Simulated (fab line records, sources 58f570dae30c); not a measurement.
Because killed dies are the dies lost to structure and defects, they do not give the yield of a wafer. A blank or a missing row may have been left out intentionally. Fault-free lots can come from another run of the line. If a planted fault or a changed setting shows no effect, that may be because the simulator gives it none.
Struck lot and sound lot, side by side || flow berkeley cmos170 || 27 steps out of a route of 331
Sound: the wafers L200.3, L200.4, L200.5. The struck wafers were L194.1, L194.3, L194.6. The cause is given at the end.
Each step with rows lists, per side, the tool, then ch with its chambers, then its first start. Under that, the readings that differ: sound wafers || struck wafers || difference of the means || sigmas: that difference in standard deviations of wafers without a fault.
alike: a reading whose means differ by less than 2 such deviations, as well as words and numbers matching on both sides. not compared: withheld readings; readings where some wafer has no value; bounds like >300 that might hide an equal value; numbers whose values overlap and for which the record gives no deviation.
The two part at a step that has a row with sigmas, a row that says differs or no value, or rows on one side only. When numbers do not overlap yet have no deviation, they are printed without sigmas and do not part them. A reading missing from all wafers of one side parts the sides only when that side holds two or more wafers.

UCB170_SPACER_THK_MEAS_01:
  sound: film metro-02 at day 10 18:29; struck: film metro-01 at day 9 09:17
  alike: SPACER_TEOS_THK
then, 1 step without rows for these wafers: UCB170_SPACER_ANNEAL_02 (time 1800 s).
UCB170_SPACER_ETCHBACK_03: etches SiO2 in CHF3/CF4/Ar, stops on Si, target depth 376 nm, time 100 s.
  sound on rie diel-02 ch 0,1, day 11 01:35; struck on rie diel-03 ch 0,1,2, day 9 17:43
  alike: cf4 flow sccm, drypump motor current A, oes product au, throttle valve pct
  not compared: rf hours counter h
then, 6 steps without rows for these wafers: UCB170_PSD_HMDS_00 (prime time 60 s); UCB170_PSD_COAT_01 (resist thk 900 nm); UCB170_PSD_SOFTBAKE_02 (time 60 s); UCB170_PSD_EXPOSE_03 (exposes mask PSELECT MOD, target cd 1200 nm); UCB170_PSD_PEB_04; UCB170_PSD_DEVELOP_05 (develop time 45 s).
UCB170_PSD_CD_MEAS_06: target cd 1200 nm.
  sound: cd sem-01 at day 11 02:54; struck: cd sem-01 at day 9 19:00
  alike: cd nm
UCB170_PSD_OVL_MEAS_07:
  sound: overlay-01 at day 11 03:00; struck: overlay-02 at day 9 19:07
  alike: PSD_OVL
then, 1 step without rows for these wafers: UCB170_PSD_IMPLANT_08.
UCB170_PSD_STRIP_09: strips in O2.
  sound on plasma asher-02 ch 0,1, day 11 03:12; struck on plasma asher-02 ch 0,1, day 9 19:18
  no value came back on the struck wafers for chamber pressure mTorr (mTorr), drypump motor current A (A), oes product au (a.u.), strip time to endpoint s (s); on the sound wafers chamber pressure mTorr (mTorr) reads 3500 3501 3505
{"reading": "model.KrF_of_PSD_COAT_01.thk nm (nm)", "sound": "0 0 0", "struck": "885.7 885.9 885", "difference": "+885.5", "sigmas": ""}
  not compared: rf hours counter h
UCB170_PSD_TW_MEAS_10:
  sound: film metro-02 at day 11 03:17; struck: film metro-04 at day 9 19:24
  alike: PSD_TW
then, 7 steps without rows for these wafers: UCB170_PSD_CLEAN_11 (cleans in SPM, time 600 s); UCB170_NSD_HMDS_00 (prime time 60 s); UCB170_NSD_COAT_01 (resist thk 900 nm); UCB170_NSD_SOFTBAKE_02 (time 60 s); UCB170_NSD_EXPOSE_03 (exposes mask NSELECT MOD, target cd 1200 nm); UCB170_NSD_PEB_04; UCB170_NSD_DEVELOP_05 (develop time 45 s).
UCB170_NSD_CD_MEAS_06: target cd 1200 nm.
  sound: cd sem-02 at day 11 05:00; struck: cd sem-01 at day 9 21:55
  alike: cd nm
UCB170_NSD_OVL_MEAS_07:
  sound: overlay-02 at day 11 05:05; struck: overlay-01 at day 9 22:02
  alike: NSD_OVL
then, 1 step without rows for these wafers: UCB170_NSD_IMPLANT_08.
UCB170_NSD_STRIP_09: strips in O2.
  sound on plasma asher-04 ch 0,1, day 11 05:18; struck on plasma asher-01 ch 0,1, day 9 22:13
{"reading": "oes product au (a.u.)", "sound": "0.531 0.535 0.540", "struck": "0.617 0.614 0.623", "difference": "+0.083", "sigmas": "+18"}
{"reading": "strip time to endpoint s (s)", "sound": "35.89 35.79 35.72", "struck": "61.98 61.96 62.07", "difference": "+26.20", "sigmas": "+99 or more"}
  alike: chamber pressure mTorr, drypump motor current A
  not compared: rf hours counter h
UCB170_NSD_TW_MEAS_10:
  sound: film metro-04 at day 11 05:23; struck: film metro-04 at day 9 22:32
{"reading": "NSD_TW", "sound": "4258 4254 4236", "struck": "30 30 30", "difference": -4219, "sigmas": -98}
  not compared: hold
UCB170_M3_PROBE_99:
  rows exist in the record for the sound wafers here (prober-02, day 12 15:23), none for the struck ones

WHERE THEY PART
Earliest at UCB170_PSD_STRIP_09; latest, in this record, at UCB170_M3_PROBE_99.

WHY: what had been put in by the simulator
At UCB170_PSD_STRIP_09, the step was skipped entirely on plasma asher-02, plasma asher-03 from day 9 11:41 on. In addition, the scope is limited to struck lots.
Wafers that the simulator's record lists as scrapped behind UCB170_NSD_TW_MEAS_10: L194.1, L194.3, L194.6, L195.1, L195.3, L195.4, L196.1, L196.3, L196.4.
